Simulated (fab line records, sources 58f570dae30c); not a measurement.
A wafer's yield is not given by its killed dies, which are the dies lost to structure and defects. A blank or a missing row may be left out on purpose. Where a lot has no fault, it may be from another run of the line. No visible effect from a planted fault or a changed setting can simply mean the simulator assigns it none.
8D (eight disciplines) problem report, filled in by code / flow berkeley cmos170 / the parts of the form that need people (team, actions taken, sign-off) are left out

1. WHAT IS WRONG
At UCB170_V1_STRIP_15, chamber pressure mTorr averages 4201 mTorr over 9 wafers from 3 lots, while fault-free wafers read 3501 mTorr, standard deviation 7.4. Measured from the usual mean, that is +95 standard deviations.
The step: strips in O2.
Seen first at day 10 17:37 on plasma asher-02, wafer L902.1. At this step, 45 wafers from 15 lots have a number in the record. By rule, "out" or "out of limits" means more than 4 standard deviations away from the usual mean. The other wafers with a number count as sound.

2. WHAT IT IS; WHAT IT IS NOT
question=which readings at this step | is=chamber pressure mTorr | is not=drypump motor current A, oes product au
question=which lots | is=L902, L904, L908 | is not=L894, L895, L896, L898, L899, L901, L903, L905, L913, L915, L916, L917
question=which wafers of those lots | is=all that have a number | is not=-
question=read on which tools | is=plasma asher-02 | is not=plasma asher-01, plasma asher-04
question=when | is=from day 10 17:37 | is not=up to then (21 sound wafers); but 15 sound wafers of L905, L913, L915, L916, L917 came after

3. SUSPECTS, AND WHAT RULES EACH OUT
Counting: any tool at a process step up to the reading is kept as a suspect provided that every lot that is out went through it and no sound lot did after the first of them.
- rtp anneal-02 at UCB170_SDANNEAL_RTA_00 (time 10 s): ruled out as a lasting fault. The sound lots L905, L913, L916, L915, L917 went through it after L902, its earliest lot that is out (day 10 03:43).
- plasma asher-02 at UCB170_V1_STRIP_15 (strips in O2): kept. All lots that are out passed through it, beginning with L902 at day 10 17:37, and no sound lot followed; its final sound lot before that point was L903 at day 10 16:22. On those wafers its own readings are out: chamber pressure mTorr.
Remaining after the count: plasma asher-02 at UCB170_V1_STRIP_15.

4. THE CAUSE (what the simulator had put in)
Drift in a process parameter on plasma asher-02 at UCB170_V1_STRIP_15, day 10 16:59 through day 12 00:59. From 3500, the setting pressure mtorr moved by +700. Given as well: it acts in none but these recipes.
This tool alone remained once counting was done.

5. THE EFFECT CHAIN, in route order
Rows list readings where the struck wafers' mean (over those with a number) sits beyond 3 standard deviations from the usual. Only readings for which the record gives a usual standard deviation are gone through. hours: the time from each lot's start at the first step in this table that gives one to its start at this step, as a median over the lots. sigmas: the change in usual standard deviations.
hours=0; step=UCB170_V1_STRIP_15; reading=chamber pressure mTorr; usual=3501 mTorr; on struck wafers=4201; change=+700; sigmas=+95
Here are the process steps it includes:
- UCB170_V1_STRIP_15: strips in O2.

6. WHAT WOULD HAVE CAUGHT IT SOONER
In this record the first reading out of limits was taken at day 10 17:37, 1 hour after the fault began at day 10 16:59.
